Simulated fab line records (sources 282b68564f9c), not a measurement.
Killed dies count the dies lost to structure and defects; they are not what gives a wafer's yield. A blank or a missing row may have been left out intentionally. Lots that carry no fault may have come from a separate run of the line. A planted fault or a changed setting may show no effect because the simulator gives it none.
fab line records ; flow rit-cmos
record lots=6; wafers=18; last-day=7
route steps=202 shown NSD@138 PSD@142 SDANNEAL@153 M1@202
lots with no fault: from the same line, run without faults
start-h: the number of hours between the record's first day and the start of the first shown wafer of the lot ; wait-h: how many hours have passed since the lot's step before this one ; " repeats the value in the row above ; L1.1+2: several wafers, shown together as one row ; - value missing, or start not given ; * or withheld: withheld ; < > ~ a bound
route shown NAME@n: NAME is a module with steps in the file, n the number in the route of the first one ; usual: mean/standard deviation of fault-free wafers ; same: alike in all rows ; chamber/n: place in a boat ; sites: each site's reading ; _std_site: standard deviation of those values ; _edge_site: the outer-site mean with the inner-site mean subtracted ; radius-mm: for every site, how far away it sits from the centre of the wafer ; mask NAME#n: copy n ; behind: the most recent tool/chamber to have shaped the wafer ; hold: why the lot went on hold/how many hours it stayed there/how the hold came to an end ; device: the n, p or np transistor that did not switch ; end of line: the same wafers' tests at the end of the route ; where a step has no rows: the recipe by itself ; killed: dies lost to structure and defects at the first sort, not the wafer's yield ; map: a wafer's dies, x killed, . not, _ none there
set.NAME: the setting the step ran with; set.NAME@STEP: the setting that earlier step ran with ; model.NAME: the simulator's own value behind a step, which no gauge read
lots seen at some steps along the route; tables by step, rows by wafer
services: when a tool's chamber went out of use (start-h, in hours from the record's first day, below 0 if earlier), for how many hours, and the reason
## steps
# step RIT_NSD_HARDBAKE_07
# recipe resist=NOVOLAK; temp-c=140; time-s=60
# step RIT_NSD_IMPLANT_08
# recipe species=P; energy-kev=25; dose-cm2=1e+15; tilt-deg=7
# step RIT_NSD_STRIP_09
# recipe chemistry=O2; time-s=180; resist=NOVOLAK; platen-temp-c=withheld; power-w=500; pressure-mtorr=4000; o2-flow-sccm=4000
# usual drypump-motor-current-A=5.5/0.32
lot.wafer;tool;chamber;start-h;wait-h;drypump-motor-current-A;rf-hours-counter-h
L464.1;plasma-asher-04;1;59.04;0.1;5.4;29
L464.2;plasma-asher-04;0;59.04;0.1;5.2;29
L464.4;plasma-asher-04;0;59.04;0.1;5.2;-
L468.1;plasma-asher-01;0;80.11;0.1;5.7;42
L468.2;plasma-asher-01;1;80.11;0.1;5.2;42
L468.6;plasma-asher-01;1;80.11;0.1;5.3;-
L475.1;plasma-asher-01;0;113.98;0.1;5.7;46
L475.2;plasma-asher-01;1;113.98;0.1;5.3;46
L475.3;plasma-asher-01;1;113.98;0.1;5.3;-
L476.1;plasma-asher-02;1;118.48;0.1;5.4;0
L476.2;plasma-asher-02;0;118.48;0.1;6.4;0
L476.4;plasma-asher-02;0;118.48;0.1;6.4;-
L480.1;plasma-asher-04;1;145.13;0.1;5.3;37
L480.2;plasma-asher-04;0;145.13;0.1;5.2;37
L480.5;plasma-asher-04;1;145.13;0.1;5.3;-
L482.1;plasma-asher-01;1;169.27;0.1;5.3;51
L482.5;plasma-asher-01;0;169.27;0.1;5.7;-
L482.6;plasma-asher-01;1;169.27;0.1;5.3;-
# step RIT_NSD_TW_MEAS_10
# usual NSD_TW=3135/17
lot.wafer;tool;chamber;start-h;wait-h;NSD_TW
L464.1;film-metro-01;-;59.22;0.1;3144
L464.2;film-metro-01;-;59.22;0.1;3133
L464.4;film-metro-01;-;59.22;0.1;3131
L468.1;film-metro-04;-;80.28;0.1;3155
L468.2;film-metro-04;-;80.28;0.1;3148
L468.6;film-metro-04;-;80.28;0.1;3140
L475.1;film-metro-02;-;114.16;0.1;3155
L475.2;film-metro-02;-;114.16;0.1;3150
L475.3;film-metro-02;-;114.16;0.1;3153
L476.1;film-metro-04;-;118.65;0.1;3159
L476.2;film-metro-04;-;118.65;0.1;3142
L476.4;film-metro-04;-;118.65;0.1;3145
L480.1;film-metro-04;-;145.31;0.1;3145
L480.2;film-metro-04;-;145.31;0.1;3156
L480.5;film-metro-04;-;145.31;0.1;3144
L482.1;film-metro-02;-;169.45;0.1;3122
L482.5;film-metro-02;-;169.45;0.1;3118
L482.6;film-metro-02;-;169.45;0.1;3116
# step RIT_PSD_HMDS_00
# recipe prime-time-s=60; prime-temp-c=140
# step RIT_PSD_COAT_01
# recipe resist=NOVOLAK; spin-rpm=3250; resist-thk-nm=1000
# step RIT_PSD_SOFTBAKE_02
# recipe resist=NOVOLAK; temp-c=89.49; time-s=60
# step RIT_PSD_EXPOSE_03
# recipe mask-id=M10; na=0.57; target-cd-nm=40900; dose-mj=250
# step RIT_PSD_PEB_04
# recipe resist=NOVOLAK; temp-c=withheld; time-s=withheld
# step RIT_PSD_DEVELOP_05
# recipe resist=NOVOLAK; develop-time-s=48.93; dev-temp-c=23
# step RIT_PSD_OVL_MEAS_06
# usual PSD_OVL=0.7/1.4
lot.wafer;tool;chamber;start-h;wait-h;PSD_OVL[nm]
L464.1;overlay-02;-;60.25;-;0.5
L464.2;overlay-02;-;60.25;-;2.5
L464.4;overlay-02;-;60.25;-;3.4
L468.1;overlay-01;-;81.32;-;0.2
L468.2;overlay-01;-;81.32;-;0.4
L468.6;overlay-01;-;81.32;-;-2.0
L475.1;overlay-01;-;115.07;-;0.6
L475.2;overlay-01;-;115.07;-;0.5
L475.3;overlay-01;-;115.07;-;1.6
L476.1;overlay-01;-;119.56;-;1.1
L476.2;overlay-01;-;119.56;-;-0.7
L476.4;overlay-01;-;119.56;-;1.4
L480.1;overlay-02;-;146.34;-;2.3
L480.2;overlay-02;-;146.34;-;0.3
L480.5;overlay-02;-;146.34;-;1.1
L482.1;overlay-02;-;170.36;-;2.5
L482.5;overlay-02;-;170.36;-;2.6
L482.6;overlay-02;-;170.36;-;1.0
# step RIT_PSD_HARDBAKE_07
# recipe resist=NOVOLAK; temp-c=140; time-s=60
# step RIT_PSD_IMPLANT_08
# recipe species=BF2; energy-kev=27; dose-cm2=5e+15; tilt-deg=7
# usual beam-on-s=12.4/0.8; end-station-pressure-torr=1.47e-05/1.1e-06; faraday-current-uA=12414/780
lot.wafer;tool;chamber;start-h;wait-h;beam-on-s;end-station-pressure-torr;faraday-current-uA
L464.1;implanter-04;0;60.44;0.1;11.3;1.42e-05;13497
L464.2;implanter-04;0;60.44;0.1;11.8;1.62e-05;12952
L464.4;implanter-04;0;60.44;0.1;11.9;1.55e-05;12762
L468.1;implanter-01;0;81.50;0.1;13.1;1.2e-05;11707
L468.2;implanter-01;0;81.50;0.1;13.6;1.44e-05;11336
L468.6;implanter-01;0;81.50;0.1;13.0;1.31e-05;11779
L475.1;implanter-04;0;115.25;0.1;15.7;0.0001012;10124
L475.2;implanter-04;0;115.25;0.1;15.3;0.0001098;10438
L475.3;implanter-04;0;115.25;0.1;15.4;0.0001124;10350
L476.1;implanter-04;0;119.75;0.1;16.9;0.000107;9520
L476.2;implanter-04;0;119.75;0.1;15.1;0.0001095;10562
L476.4;implanter-04;0;119.75;0.1;15.9;9.09e-05;10035
L480.1;implanter-02;0;146.53;0.1;12.6;1.42e-05;12180
L480.2;implanter-02;0;146.53;0.1;12.6;1.42e-05;12213
L480.5;implanter-02;0;146.53;0.1;11.9;1.52e-05;12842
L482.1;implanter-02;0;170.56;0.1;12.7;1.39e-05;12034
L482.5;implanter-02;0;170.56;0.1;12.6;1.43e-05;12177
L482.6;implanter-02;0;170.56;0.1;12.7;1.38e-05;12047
# step RIT_PSD_STRIP_09
# recipe chemistry=O2; time-s=180; resist=NOVOLAK; platen-temp-c=withheld; power-w=500; pressure-mtorr=4000; o2-flow-sccm=4000
# usual drypump-motor-current-A=5.6/0.38
lot.wafer;tool;chamber;start-h;wait-h;drypump-motor-current-A;rf-hours-counter-h
L464.1;plasma-asher-04;1;60.59;0.1;5.4;29
L464.2;plasma-asher-04;0;60.59;0.1;5.2;29
L464.4;plasma-asher-04;1;60.59;0.1;5.3;-
L468.1;plasma-asher-01;1;81.65;0.1;5.3;42
L468.2;plasma-asher-01;0;81.65;0.1;5.7;42
L468.6;plasma-asher-01;0;81.65;0.1;5.7;-
L475.1;plasma-asher-01;1;115.40;0.1;5.3;46
L475.2;plasma-asher-01;0;115.40;0.1;5.7;46
L475.3;plasma-asher-01;1;115.40;0.1;5.3;-
L476.1;plasma-asher-04;0;119.90;0.1;5.2;36
L476.2;plasma-asher-04;1;119.90;0.1;5.3;36
L476.4;plasma-asher-04;1;119.90;0.1;5.3;-
L480.1;plasma-asher-04;1;146.68;0.1;5.4;37
L480.2;plasma-asher-04;0;146.68;0.1;5.2;37
L480.5;plasma-asher-04;0;146.68;0.1;5.2;-
L482.1;plasma-asher-04;0;170.71;0.1;5.2;39
L482.5;plasma-asher-04;0;170.71;0.1;5.2;-
L482.6;plasma-asher-04;1;170.71;0.1;5.4;-
# step RIT_PSD_TW_MEAS_10
# usual PSD_TW=3445/18
lot.wafer;tool;chamber;start-h;wait-h;PSD_TW
L464.1;film-metro-01;-;60.76;0.1;3447
L464.2;film-metro-01;-;60.76;0.1;3429
L464.4;film-metro-01;-;60.76;0.1;3442
L468.1;film-metro-04;-;81.83;0.1;3464
L468.2;film-metro-04;-;81.83;0.1;3471
L468.6;film-metro-04;-;81.83;0.1;3475
L475.1;film-metro-01;-;115.58;0.1;3528
L475.2;film-metro-01;-;115.58;0.1;3505
L475.3;film-metro-01;-;115.58;0.1;3491
L476.1;film-metro-02;-;120.08;0.1;3552
L476.2;film-metro-02;-;120.08;0.1;3528
L476.4;film-metro-02;-;120.08;0.1;3541
L480.1;film-metro-04;-;146.85;0.1;3420
L480.2;film-metro-04;-;146.85;0.1;3441
L480.5;film-metro-04;-;146.85;0.1;3456
L482.1;film-metro-01;-;170.89;0.1;3411
L482.5;film-metro-01;-;170.89;0.1;3431
L482.6;film-metro-01;-;170.89;0.1;3438
# step RIT_SDANNEAL_CLEAN_00
# recipe chemistry=SC1; mix=3:3:50; time-s=600; temp-c=75
# step RIT_SDANNEAL_CLEAN_01
# recipe chemistry=dHF; dilution=50:1; time-s=30
# step RIT_SDANNEAL_CLEAN_02
# recipe chemistry=SC2; mix=3:3:50; time-s=600; temp-c=75; dry=n2-spin
# step RIT_SDANNEAL_RTA_03
# recipe temp-c=1050; time-s=5; idle-temp-c=600; ramp-up-c-per-s=342; ramp-down-c-per-s=171; cool-to-c=600; ambient=N2
# usual ramp-down-c-per-s=171.00/0.034; wafer_temp_C_max=1053.6/1.2
lot.wafer;tool;chamber;start-h;wait-h;ramp-down-c-per-s;wafer_temp_C_max
L464.1;rtp-anneal-01;0;61.19;0.0;170.97;1051.6
L464.2;rtp-anneal-01;0;61.19;0.0;171.01;1051.5
L464.4;rtp-anneal-01;0;61.19;0.0;170.96;1051.8
L468.1;rtp-anneal-01;0;82.26;0.0;170.98;1054.9
L468.2;rtp-anneal-01;0;82.26;0.0;170.97;1053.4
L468.6;rtp-anneal-01;0;82.26;0.0;170.99;1055.5
L475.1;rtp-anneal-02;0;116.01;0.0;171.04;1053.7
L475.2;rtp-anneal-02;0;116.01;0.0;171.02;1054.0
L475.3;rtp-anneal-02;0;116.01;0.0;170.99;1051.8
L476.1;rtp-anneal-01;0;120.50;0.0;170.98;1054.1
L476.2;rtp-anneal-01;0;120.50;0.0;171.00;1052.5
L476.4;rtp-anneal-01;0;120.50;0.0;170.97;1051.9
L480.1;rtp-anneal-01;0;147.28;0.0;171.04;1052.1
L480.2;rtp-anneal-01;0;147.28;0.0;170.98;1050.9
L480.5;rtp-anneal-01;0;147.28;0.0;170.98;1053.6
L482.1;rtp-anneal-01;0;171.32;0.0;171.01;1051.7
L482.5;rtp-anneal-01;0;171.32;0.0;170.97;1055.4
L482.6;rtp-anneal-01;0;171.32;0.0;171.06;1053.9
# step RIT_SDANNEAL_RS_MEAS_04
# recipe thk-meas-gauge=four-point-probe
# usual PSD_RS=115.8/0.3
lot.wafer;tool;chamber;start-h;wait-h;PSD_RS[ohm/sq]
L464.1;film-metro-01;-;61.31;0.1;115.7
L464.2;film-metro-01;-;61.31;0.1;115.7
L464.4;film-metro-01;-;61.31;0.1;115.4
L468.1;film-metro-02;-;82.31;0.0;115.9
L468.2;film-metro-02;-;82.31;0.0;116.2
L468.6;film-metro-02;-;82.31;0.0;115.9
L475.1;film-metro-02;-;116.06;0.0;112.4
L475.2;film-metro-02;-;116.06;0.0;112.0
L475.3;film-metro-02;-;116.06;0.0;112.4
L476.1;film-metro-01;-;120.56;0.0;112.0
L476.2;film-metro-01;-;120.56;0.0;112.2
L476.4;film-metro-01;-;120.56;0.0;112.0
L480.1;film-metro-01;-;147.34;0.0;115.0
L480.2;film-metro-01;-;147.34;0.0;115.6
L480.5;film-metro-01;-;147.34;0.0;115.4
L482.1;film-metro-01;-;171.37;0.0;115.8
L482.5;film-metro-01;-;171.37;0.0;116.4
L482.6;film-metro-01;-;171.37;0.0;116.2
# step RIT_SDANNEAL_RS_MEAS_05
# recipe thk-meas-gauge=four-point-probe
# usual NSD_RS=84.55/0.27
lot.wafer;tool;chamber;start-h;wait-h;NSD_RS[ohm/sq]
L464.1;film-metro-01;-;61.43;0.1;83.71
L464.2;film-metro-01;-;61.43;0.1;83.99
L464.4;film-metro-01;-;61.43;0.1;84.06
L468.1;film-metro-02;-;82.43;0.1;84.68
L468.2;film-metro-02;-;82.43;0.1;84.76
L468.6;film-metro-02;-;82.43;0.1;84.49
L475.1;film-metro-02;-;116.18;0.1;84.92
L475.2;film-metro-02;-;116.18;0.1;84.85
L475.3;film-metro-02;-;116.18;0.1;84.66
L476.1;film-metro-01;-;120.68;0.1;84.71
L476.2;film-metro-01;-;120.68;0.1;85.18
L476.4;film-metro-01;-;120.68;0.1;84.89
L480.1;film-metro-01;-;147.46;0.1;84.46
L480.2;film-metro-01;-;147.46;0.1;84.11
L480.5;film-metro-01;-;147.46;0.1;84.37
L482.1;film-metro-01;-;171.49;0.1;84.37
L482.5;film-metro-01;-;171.49;0.1;84.36
L482.6;film-metro-01;-;171.49;0.1;84.35
# step RIT_M1_PROBE_99
# usual killed-at-contacts=0.1/0.25; killed-at-front-end=7/3.3; killed-dies=7/3.2; killed-open=3.6/2.2; killed-short=3.5/2
# same gross-dies=264; killed_at_M0_to_M3=0; killed_at_M4_up=0; killed-at-back-side=0; killed-at-other=0
lot.wafer;tool;chamber;start-h;wait-h;killed-at-contacts;killed-at-front-end;killed-dies;killed-open;killed-short;model.etest.contact-pplus.end-ohm-um;model.etest.pmos-narrow.drive-ua-um;model.etest.pmos_0p3.drive-ua-um;model.etest.retro-edge-pmos.off-log10-a-um;model.etest.pmos_0p15.off-log10-a-um;model.etest.pmos-narrow.off-log10-a-um;model.etest.pmos_0p3.off-log10-a-um;model.etest.vpnp.gain
L464.1;prober-02;-;68.93;0.1;0;15;15;7;8;43.48;100.8;104;-9.983;-10.06;-12.74;-12.84;1.05
L464.2;prober-02;-;68.98;0.1;0;10;10;7;3;44.43;97.02;99.55;-10.29;-10.33;-12.84;-12.86;1.062
L464.4;prober-02;-;69.08;0.2;0;13;13;3;10;42.97;101.5;101.2;-9.801;-9.908;-12.69;-12.94;1.069
L468.1;prober-02;-;89.90;0.1;0;4;4;1;3;42.87;96.86;97.43;-10.19;-10.49;-12.89;-13.07;1.106
L468.2;prober-02;-;89.95;0.1;0;8;8;6;2;41.45;97.56;97.63;-10.19;-10.35;-12.99;-13.17;1.116
L468.6;prober-02;-;90.15;0.2;0;2;2;1;1;41.24;100.4;101.2;-10.16;-10.27;-12.96;-12.81;1.114
L475.1;prober-01;-;123.35;0.1;0;6;6;3;3;38.88;105;105.8;-9.811;-10.01;-12.3;-12.44;1.197
L475.2;prober-01;-;123.40;0.1;0;14;14;8;6;37.59;102.3;103.6;-9.902;-9.991;-12.49;-12.7;1.185
L475.3;prober-01;-;123.45;0.2;0;6;6;3;3;39.03;106.1;107.5;-9.912;-9.958;-12.22;-12.58;1.194
L476.1;prober-02;-;128.05;0.1;0;12;12;5;7;38.51;103.4;103.3;-10.17;-10.24;-12.51;-12.53;1.207
L476.2;prober-02;-;128.10;0.1;0;6;6;3;3;38.42;107.3;106.2;-9.808;-9.9;-12.46;-12.59;1.175
L476.4;prober-02;-;128.20;0.2;0;15;15;6;9;38.99;105.2;103.8;-9.704;-9.845;-12.45;-12.6;1.202
L480.1;prober-02;-;156.26;0.1;0;7;7;3;4;46.55;104.6;103.1;-10.34;-10.38;-12.75;-12.75;0.9983
L480.2;prober-02;-;156.31;0.1;0;8;8;3;5;47.74;100.8;101.2;-10.21;-10.43;-12.76;-12.89;0.9984
L480.5;prober-02;-;156.46;0.2;0;4;4;1;3;47.61;99.5;99.61;-10.42;-10.41;-12.84;-12.99;1.022
L482.1;prober-02;-;178.61;0.1;0;10;10;5;5;46.51;104.4;105.3;-9.667;-9.855;-12.61;-12.91;1.016
L482.5;prober-02;-;178.81;0.2;0;1;1;1;0;46.1;101.4;101.5;-9.882;-9.97;-12.8;-13.03;1.011
L482.6;prober-02;-;178.86;0.2;1;3;4;2;2;44.27;102.8;103.3;-9.785;-9.976;-12.83;-12.8;1.036
# killed by level:class
L464.1 SILICIDE:geometric-particle:open=4 REOX:geometric-particle:short=3 FOX1:geometric-particle:short=2 FOX2:geometric-particle:short=1 FOX2:geometric-particle:open=1 GATE:geometric-particle:open=1 GATE:geometric-particle:short=1 SPACER:geometric-particle:open=1
L464.2 GATE:geometric-particle:open=3 SILICIDE:geometric-particle:open=2 FOX1:geometric-particle:open=1 FOX1:geometric-particle:short=1 GATE:geometric-particle:short=1 SPACER:geometric-particle:open=1 SILICIDE:geometric-particle:short=1
L464.4 FOX1:geometric-particle:short=3 SILICIDE:geometric-particle:short=3 REOX:geometric-particle:short=2 SPACER:geometric-particle:short=2 GATE:geometric-particle:open=1 REOX:geometric-particle:open=1 SILICIDE:geometric-particle:open=1
L468.1 GATE:geometric-particle:short=3 GATE:geometric-particle:open=1
L468.2 GATE:geometric-particle:open=4 FOX2:geometric-particle:open=1 GATE:geometric-particle:short=1 REOX:geometric-particle:short=1 SPACER:geometric-particle:open=1
L468.6 SPACER:geometric-particle:short=1 SPACER:geometric-particle:open=1
L475.1 GATE:geometric-particle:open=3 FOX2:geometric-particle:short=1 GATE:geometric-particle:short=1 SILICIDE:geometric-particle:short=1
L475.2 GATE:geometric-particle:open=4 GATE:geometric-particle:short=4 FOX1:geometric-particle:open=2 FOX2:geometric-particle:short=1 FOX2:geometric-particle:open=1 REOX:geometric-particle:short=1 REOX:geometric-particle:open=1
L475.3 GATE:geometric-particle:open=2 FOX2:geometric-particle:short=1 GATE:geometric-particle:short=1 REOX:geometric-particle:open=1 SPACER:geometric-particle:short=1
L476.1 GATE:geometric-particle:short=5 GATE:geometric-particle:open=4 REOX:geometric-particle:open=1 REOX:geometric-particle:short=1 SPACER:geometric-particle:short=1
L476.2 GATE:geometric-particle:open=3 SPACER:geometric-particle:short=2 GATE:geometric-particle:short=1
L476.4 GATE:geometric-particle:short=5 GATE:geometric-particle:open=5 REOX:geometric-particle:short=2 SPACER:geometric-particle:short=2 REOX:geometric-particle:open=1
L480.1 GATE:geometric-particle:short=3 GATE:geometric-particle:open=2 ACTIVE:geometric-particle:short=1 SILICIDE:geometric-particle:open=1
L480.2 GATE:geometric-particle:short=3 FOX2:geometric-particle:open=2 FOX2:geometric-particle:short=1 GATE:geometric-particle:open=1 SPACER:geometric-particle:short=1
L480.5 GATE:geometric-particle:short=2 FOX1:geometric-particle:short=1 SPACER:geometric-particle:open=1
L482.1 FOX1:geometric-particle:short=2 FOX1:geometric-particle:open=2 GATE:geometric-particle:short=1 GATE:geometric-particle:open=1 SPACER:geometric-particle:open=1 SPACER:geometric-particle:short=1 SILICIDE:geometric-particle:short=1 SILICIDE:geometric-particle:open=1
L482.5 SILICIDE:geometric-particle:open=1
L482.6 CONTACT:geometric-particle:open=1 FOX1:geometric-particle:short=1 GATE:geometric-particle:open=1 REOX:geometric-particle:short=1
## services
tool;chamber;start-h;hours;kind
plasma-asher-02;-;57.74;2.3;repair
plasma-asher-02;-;108.75;9.0;pm
plasma-asher-02;0;108.75;9.0;vent-cycle
plasma-asher-02;1;108.75;9.0;vent-cycle
plasma-asher-02;0;117.75;-;clean
plasma-asher-02;1;117.75;-;clean
implanter-04;-;124.59;4.6;pm
implanter-02;-;135.65;5.0;pm
plasma-asher-04;-;142.29;2.6;repair
## key
first-sign step=RIT_PSD_IMPLANT_08; reading=end-station-pressure-torr; direction=up; sigmas=83; usual=1.47e-05; struck=0.0001051
effect step=RIT_PSD_IMPLANT_08; reading=beam-on-s; direction=up; sigmas=4.1; usual=12.4; struck=15.7
effect step=RIT_PSD_TW_MEAS_10; reading=PSD_TW; direction=up; sigmas=4.5; usual=3445; struck=3524
effect step=RIT_SDANNEAL_RS_MEAS_04; reading=PSD_RS; direction=down; sigmas=12; usual=115.8; struck=112.2
model-effect step=RIT_M1_PROBE_99; value=etest.contact-pplus.end-ohm-um; without=43.06; struck=38.57
met-at RIT_PSD_IMPLANT_08
struck-wafers L475.1,L475.2,L475.3,L476.1,L476.2,L476.4
tester-left-out L475,L476
onset-between 60.44 115.25
fault kind=process-parameter-drift; tool=implanter-04; chamber=-; onset-h=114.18; steps=RIT_PSD_IMPLANT_08; channel=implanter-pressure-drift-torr; offset=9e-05; shape=step; end-h=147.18
fault kind=process-parameter-drift; tool=implanter-04; chamber=-; onset-h=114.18; steps=RIT_PSD_IMPLANT_08; channel=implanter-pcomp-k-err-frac; offset=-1; shape=step; end-h=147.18
# tester-left-out: of these lots the tester's yield and bins aren't shown, on N5 and GAA mostly nor the transistor test; their killed dies are dies lost to structure and defects alone, not to doping, threshold or leakage, so they don't give the yield
